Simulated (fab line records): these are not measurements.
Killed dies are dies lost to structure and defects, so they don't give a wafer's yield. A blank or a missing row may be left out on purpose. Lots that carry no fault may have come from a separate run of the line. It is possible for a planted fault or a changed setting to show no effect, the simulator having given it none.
Chamber matching / flow berkeley-cmos170 / UCB170_FIELD_WET_ETCH_04 on wet-bench-02 has 4 sister chambers
The step etches SiO2 in dHF, time 60 s. 4 wafers are shown with their chamber, then 12 later ones without.

== WAFERS PAIRED WITH THEIR CHAMBERS ==
wafer=L174.5; chamber=3; bath-heat-duty-pct (%)=6.6
wafer=L181.4; chamber=2; bath-heat-duty-pct (%)=8.0
wafer=L182.6; chamber=0; bath-heat-duty-pct (%)=5.6
wafer=L188.6; chamber=1; bath-heat-duty-pct (%)=5.9

== WAFERS WHOSE CHAMBER IS MISSING ==
wafer=L189.4; bath-heat-duty-pct (%)=6.6
wafer=L189.5; bath-heat-duty-pct (%)=5.9
wafer=L189.6; bath-heat-duty-pct (%)=7.1
wafer=L191.1; bath-heat-duty-pct (%)=5.0
wafer=L191.3; bath-heat-duty-pct (%)=4.7
wafer=L191.5; bath-heat-duty-pct (%)=4.7
wafer=L192.1; bath-heat-duty-pct (%)=5.8
wafer=L192.2; bath-heat-duty-pct (%)=5.1
wafer=L192.5; bath-heat-duty-pct (%)=6.5
wafer=L193.1; bath-heat-duty-pct (%)=5.5
wafer=L193.4; bath-heat-duty-pct (%)=5.2
wafer=L193.6; bath-heat-duty-pct (%)=5.4

== CHAMBER TAKEN BY EACH ==
wafer=L189.4; from the rows above=can't be placed: 3 or 1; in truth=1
wafer=L189.5; from the rows above=can't be placed: 1 or 0 or 3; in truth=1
wafer=L189.6; from the rows above=can't be placed: 3 or 2 or 1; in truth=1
wafer=L191.1; from the rows above=can't be placed: 0 or 1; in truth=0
wafer=L191.3; from the rows above=can't be placed: 0 or 1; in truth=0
wafer=L191.5; from the rows above=can't be placed: 0 or 1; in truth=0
wafer=L192.1; from the rows above=can't be placed: 1 or 0 or 3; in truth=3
wafer=L192.2; from the rows above=can't be placed: 0 or 1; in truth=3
wafer=L192.5; from the rows above=can't be placed: 3 or 1 or 0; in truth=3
wafer=L193.1; from the rows above=can't be placed: 0 or 1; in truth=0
wafer=L193.4; from the rows above=can't be placed: 0 or 1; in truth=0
wafer=L193.6; from the rows above=can't be placed: 0 or 1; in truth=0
Correct placement for 0 of the 12. Can't be placed from these rows: 12 (the true chamber is among the candidates in 11). 0 placed wrongly.
How it was worked out, from the rows above alone: a wafer's distance from a chamber is the root of the sum, over the readings, of the square of ((its reading less the chamber's mean) divided by the reading's scatter). The wafer belongs to the nearest chamber; if the next one is less than 2 further off, it can't be placed. Each chamber's mean is taken over the wafers shown for it. The scatter: with one shown wafer a chamber, the root of the mean of the squares of how far each hidden wafer lies from its nearest shown one.
